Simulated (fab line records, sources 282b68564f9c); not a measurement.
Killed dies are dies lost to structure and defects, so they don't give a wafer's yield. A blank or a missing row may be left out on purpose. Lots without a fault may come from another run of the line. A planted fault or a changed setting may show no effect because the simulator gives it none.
Which tool did it? | flow rit_cmos | 14 lots, 42 wafers sampled, at 1 step of a route of 202

WHAT THE GAUGES READ, wafer by wafer
The record holds no reading of a measuring or inspecting step that can be judged against a usual standard deviation.

WHICH TOOL RAN EACH LOT (tool, then ch and the chambers of the sampled wafers, then the start)
lot  | RIT_NLDD_DEVELOP_05
L878 | litho_track-01 ch 0, day 3 04:00
L879 | litho_track-02 ch 0, day 3 04:00
L880 | litho_track-03 ch 0, day 3 06:00
L881 | litho_track-03 ch 0, day 3 17:00
L882 | litho_track-02 ch 0, day 3 19:00
L883 | litho_track-01 ch 0, day 4 00:00
L885 | litho_track-01 ch 0, day 4 09:00
L886 | litho_track-02 ch 0, day 4 12:00
L887 | litho_track-02 ch 0, day 4 21:00
L888 | litho_track-02 ch 0, day 5 00:00
L889 | litho_track-01 ch 0, day 5 01:00
L890 | litho_track-03 ch 0, day 5 10:00
L899 | litho_track-02, day 7 20:00
L898 | litho_track-02, day 7 21:00
- RIT_NLDD_DEVELOP_05: develop time 50 s.

WHAT THE TOOLS THEMSELVES READ (means of the sampled wafers that have a number; where no wafer has one, the mark that the record gives instead)
RIT_NLDD_DEVELOP_05. Usual: chill_plate_temp_C 23.00 C, standard deviation 0.1; developer_temp_C 23.00 C, standard deviation 0.11; exhaust_pa 45.2 Pa, standard deviation 0.92.
lot  | tool           | chill_plate_temp_C (C) | developer_temp_C (C) | exhaust_pa (Pa) | flag
L878 | litho_track-01 | 22.94                  | 23.02                | 43.4            |
L879 | litho_track-02 | 22.99                  | 23.15                | 45.9            |
L880 | litho_track-03 | 23.14                  | 22.95                | 45.8            |
L881 | litho_track-03 | 23.08                  | 23.01                | 45.3            |
L882 | litho_track-02 | 23.01                  | 23.02                | 44.7            |
L883 | litho_track-01 | 23.02                  | 23.04                | 45.7            |
L885 | litho_track-01 | 23.00                  | 22.84                | 45.2            |
L886 | litho_track-02 | 22.96                  | 23.00                | 44.7            |
L887 | litho_track-02 | 23.11                  | 22.88                | 44.1            |
L888 | litho_track-02 | 22.97                  | 23.07                | 45.9            |
L889 | litho_track-01 | 22.94                  | 23.02                | 47.5            |
L890 | litho_track-03 | 22.82                  | 23.24                | 44.9            |
L899 | litho_track-02 | -                      | -                    | -               | OFF
L898 | litho_track-02 | -                      | -                    | -               | OFF

THE ANSWER, worked out from the rows above alone
Rule: a lot is off if the mean of its wafers that have a number lies more than 3 standard deviations from the usual mean. A lot without any number at a reading at which 4 lots or more have one is off too. The other lots that the step has rows for count as sound. The gauges are gone through in route order, then the tools' own readings, and for those a lot's mean is taken as printed above. The first step at which some lot is off is used, and at that step the reading that is off furthest; a lot without a number counts as furthest.
Off: L899, L898, at RIT_NLDD_DEVELOP_05 (chill_plate_temp_C). Without a number there: L899, L898.
A tool fits if, at that step or a process step before it, it ran every lot that is off, and no sound lot after the first of them. One fits: litho_track-02 at RIT_NLDD_DEVELOP_05. Its last sound lot is L888 (day 5 00:00), its first lot that is off L899 (day 7 20:00): a fault that began between those two fits.
Blank at RIT_NLDD_DEVELOP_05 on the lots that are off, where sound lots have numbers: chill_plate_temp_C, developer_temp_C, exhaust_pa.

WHAT THE SIMULATOR HAD PUT IN
Skipped step whole: litho_track-02, from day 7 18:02 on, at RIT_NLDD_DEVELOP_05. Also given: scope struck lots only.
Lots struck among those shown: L899, L898. The rule above found the same.
